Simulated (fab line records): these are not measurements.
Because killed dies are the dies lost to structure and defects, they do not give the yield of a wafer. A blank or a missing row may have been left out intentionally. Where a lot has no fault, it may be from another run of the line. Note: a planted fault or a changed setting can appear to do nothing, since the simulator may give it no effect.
One fault through the eyes of 2 desks    flow rit cmos    each desk has only its own numbers; what lay behind them comes last

## METROLOGY DESK
What the gauges read for every lot (on any tool): the sampled wafers with a number, averaged. Any lot whose mean is over 4 standard deviations away from the usual mean is out of limits and marked OUT; that distance is given in the brackets.
Columns: A = CONTACT_TEOS_THK at RIT_CONTACT_THK_MEAS_01, usual 400 nm; B = M1_OVL at RIT_M1_OVL_MEAS_10, usual -0.6 nm
lot   first seen here  A               B
L260  day 3 07:46      404             -0.5
L261  day 3 13:25      404             3.5
L262  day 3 17:58      403             0.0
L263  day 3 19:40      400             0.7
L264  day 4 03:24      402             -1.7
L265  day 4 07:55      401             -0.2
L266  day 4 11:05      404             -1.1
L274  day 6 05:06      438 (+6.7) OUT  -1.7
L276  day 6 15:46      395             -0.8
L278  day 7 01:48      397             -0.1
L280  day 7 11:53      393             -3.2
L281  day 7 13:34      401             -3.4
L283  day 7 23:08      397             0.8
This desk's result: L274 out of limits, first on L274 (CONTACT_TEOS_THK at RIT_CONTACT_THK_MEAS_01), day 6 05:06. L260, L261, L262, L263, L264, L265, L266, L276, L278, L280, L281, L283: within limits.

## AT THE TOOL OWNER'S DESK: pecvd-04
The tool's own readings at RIT_CONTACT_CVD_00 (deposits SiO2 from TEOS, target thk 400 nm, time 61 s): means of the sampled wafers that have a number, for each lot that ran on this tool. Any lot whose mean is over 4 standard deviations away from the usual mean is out of limits and marked OUT; that distance is given in the brackets.
Columns: A = heater power w at RIT_CONTACT_CVD_00, usual 324 W
lot   first seen here  A
L262  day 3 17:54      317
L265  day 4 07:52      287
L274  day 6 05:03      298
This desk's verdict: no lot among the 3 shows anything out of limits.

## BROUGHT TOGETHER
On L274, the metrology desk was in a position to raise an alarm at day 6 05:06.
The tool owner's desk saw nothing out of limits.
On record at the tool owner's desk: L274, within its limits.
The lots listed all ran RIT_CONTACT_CVD_00 on pecvd-04.

## WHAT THE SIMULATOR HAD PUT IN
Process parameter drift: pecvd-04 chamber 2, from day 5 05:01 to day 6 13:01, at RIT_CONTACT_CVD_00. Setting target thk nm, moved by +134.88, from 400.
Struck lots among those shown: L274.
Delay in hours, fault start to first out-of-limits reading, per desk: metrology desk 24.
